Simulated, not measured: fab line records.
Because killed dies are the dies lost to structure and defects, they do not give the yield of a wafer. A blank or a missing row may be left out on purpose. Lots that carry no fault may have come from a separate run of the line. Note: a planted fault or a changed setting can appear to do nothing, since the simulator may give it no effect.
Which of the tools did it?	flow rit_cmos	15 lots, 45 wafers sampled, at 4 steps of a route of 202

WHAT EACH GAUGE READ, for each wafer
RIT_PWELL_OVL_MEAS_06. Usual: PWELL_OVL typically reads -0.3 nm, with standard deviation 1.2.
lot	measured	on	PWELL_OVL (nm)	flag
L772	day 2 07:59	overlay-02	-2.8 0.5 1.9	
L773	day 2 15:13	overlay-01	0.3 -1.4 -1.4	
L775	day 3 00:55	overlay-02	1.0 -0.1 0.1	
L777	day 3 07:14	overlay-02	0.1 1.7 1.4	
L776	day 3 07:40	overlay-02	0.5 1.3 2.1	
L780	day 3 20:11	overlay-01	0.2 -0.1 -1.4	
L781	day 3 22:34	overlay-02	-0.7 -1.7 -1.9	
L782	day 4 01:08	overlay-01	0.7 -1.3 -0.9	
L783	day 4 10:41	overlay-02	-0.1 -0.7 -0.5	
L784	day 4 13:31	overlay-02	-0.4 -1.6 -0.3	
L786	day 4 22:47	overlay-01	-2.6 0.4 -0.1	
L789	day 5 12:24	overlay-01	-0.1 -0.2 -1.5	
L793	day 6 14:43	overlay-01	1.7 0.5 1.1	
L794	day 6 16:05	overlay-01	-1.7 -1.6 -1.4	
L795	day 6 19:55	overlay-01	1.7 0.1 -0.1	

RIT_NLDD_OVL_MEAS_06. Usual: NLDD_OVL typically reads -0.2 nm, with standard deviation 1.2.
lot	measured	on	NLDD_OVL (nm)	flag
L772	day 3 13:46	overlay-02	0.3 -0.1 -1.2	
L773	day 3 20:28	overlay-01	-0.3 -0.1 -0.7	
L775	day 4 01:30	overlay-02	-0.7 0.4 0.3	
L777	day 4 06:11	overlay-02	1.7 -1.5 1.2	
L776	day 4 06:28	overlay-01	-0.5 0.0 -0.4	
L780	day 4 17:18	overlay-02	1.0 0.0 -0.9	
L781	day 4 20:40	overlay-01	-299.3 -298.4 -300.3	OFF
L782	day 5 02:31	overlay-02	0.5 2.0 1.5	
L783	day 5 06:45	overlay-01	-302.3 -300.9 -300.2	OFF
L784	day 5 11:34	overlay-01	-302.6 -300.3 -300.4	OFF
L786	day 5 22:45	overlay-02	1.4 0.5 -0.4	
L789	day 6 14:52	overlay-02	-0.8 0.2 1.2	
L793	day 7 12:50	overlay-01	1.7 0.1 -0.5	
L794	day 7 14:11	overlay-02	-0.4 0.4 0.4	
L795	day 7 17:35	overlay-02	-0.4 0.9 -0.1	

RIT_PLDD_OVL_MEAS_06. Usual: PLDD_OVL typically reads 0.0 nm, with standard deviation 1.4.
lot	measured	on	PLDD_OVL (nm)	flag
L772	day 3 15:11	overlay-02	-1.9 1.5 -1.2	
L773	day 3 22:16	overlay-02	2.4 0.1 1.6	
L775	day 4 02:59	overlay-01	-1.5 -0.9 -1.2	
L777	day 4 07:55	overlay-02	-0.9 1.5 -0.7	
L776	day 4 08:14	overlay-01	-0.2 -0.6 -1.1	
L780	day 4 18:46	overlay-02	0.4 1.9 -0.1	
L781	day 4 22:10	overlay-01	0.5 1.5 3.2	
L782	day 5 04:06	overlay-01	-0.5 0.4 1.0	
L783	day 5 08:38	overlay-02	0.6 1.4 1.4	
L784	day 5 12:59	overlay-01	-0.2 0.7 0.5	
L786	day 6 00:10	overlay-02	-0.3 -2.5 -2.3	
L789	day 6 16:17	overlay-02	0.6 -0.5 2.7	
L793	day 7 14:16	overlay-01	-0.6 -0.5 1.1	
L794	day 7 15:37	overlay-02	0.3 -0.9 -1.1	
L795	day 7 19:00	overlay-01	0.1 3.0 0.9	

EACH LOT AND THE TOOL THAT RAN IT (in order: tool; ch and the chambers of the sampled wafers; start)
lot	RIT_NLDD_EXPOSE_03
L772	iline_stepper-02 ch 0, day 3 13:23
L773	iline_stepper-01 ch 0, day 3 20:00
L775	iline_stepper-02 ch 0, day 4 01:07
L777	iline_stepper-01 ch 0, day 4 05:47
L776	iline_stepper-02 ch 0, day 4 06:02
L780	iline_stepper-02 ch 0, day 4 16:54
L781	iline_stepper-01 ch 0, day 4 20:17
L782	iline_stepper-02 ch 0, day 5 02:07
L783	iline_stepper-01 ch 0, day 5 06:23
L784	iline_stepper-01 ch 0, day 5 11:11
L786	iline_stepper-02 ch 0, day 5 22:23
L789	iline_stepper-02 ch 0, day 6 14:28
L793	iline_stepper-02 ch 0, day 7 12:26
L794	iline_stepper-02 ch 0, day 7 13:47
L795	iline_stepper-02 ch 0, day 7 17:11
- RIT_NLDD_EXPOSE_03: exposes mask M7, target cd 40700 nm.

AS READ BY THE TOOLS THEMSELVES (means over the sampled wafers that have a number; for cases with no such wafer, the mark the record gives instead)
RIT_NLDD_EXPOSE_03. Usual: focus_offset_nm 0.0 nm, standard deviation 0.61.
lot	tool	focus_offset_nm (nm)	flag
L772	iline_stepper-02	0.0	
L773	iline_stepper-01	0.4	
L775	iline_stepper-02	-0.9	
L777	iline_stepper-01	-0.3	
L776	iline_stepper-02	0.6	
L780	iline_stepper-02	0.3	
L781	iline_stepper-01	0.3	
L782	iline_stepper-02	0.4	
L783	iline_stepper-01	-0.1	
L784	iline_stepper-01	-0.1	
L786	iline_stepper-02	-0.4	
L789	iline_stepper-02	0.2	
L793	iline_stepper-02	0.4	
L794	iline_stepper-02	-0.5	
L795	iline_stepper-02	0.2	

THE ANSWER, worked out from the rows above alone
Rule: a lot counts as off when the mean over its wafers that have a number is more than 3 standard deviations away from the usual mean. A lot without any number at a reading at which 4 lots or more have one is off too. The other lots that the step has rows for count as sound. Order of review: gauges by route order, followed by the tools' own readings, for which a lot's mean as printed above is used. The first step at which some lot is off is used, and at that step the reading that is off furthest; a lot without a number counts as furthest.
Off: L781, L783, L784, seen at RIT_NLDD_OVL_MEAS_06 (NLDD_OVL).
A tool fits if, at a process step before that reading, it ran every lot that is off, and no sound lot after the first of them. The gauges at RIT_NLDD_OVL_MEAS_06 are tried like those tools. One fits: iline_stepper-01 at RIT_NLDD_EXPOSE_03. Its last sound lot is L777 (day 4 05:47), its first lot that is off L781 (day 4 20:17): a fault that began between those two fits.

WHAT THE SIMULATOR PUT IN
Scanner matching overlay: iline_stepper-01, from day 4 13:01 on, at RIT_NLDD_EXPOSE_03. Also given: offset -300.
Struck lots among those shown: L781, L783, L784. This agrees with what the rule above found.
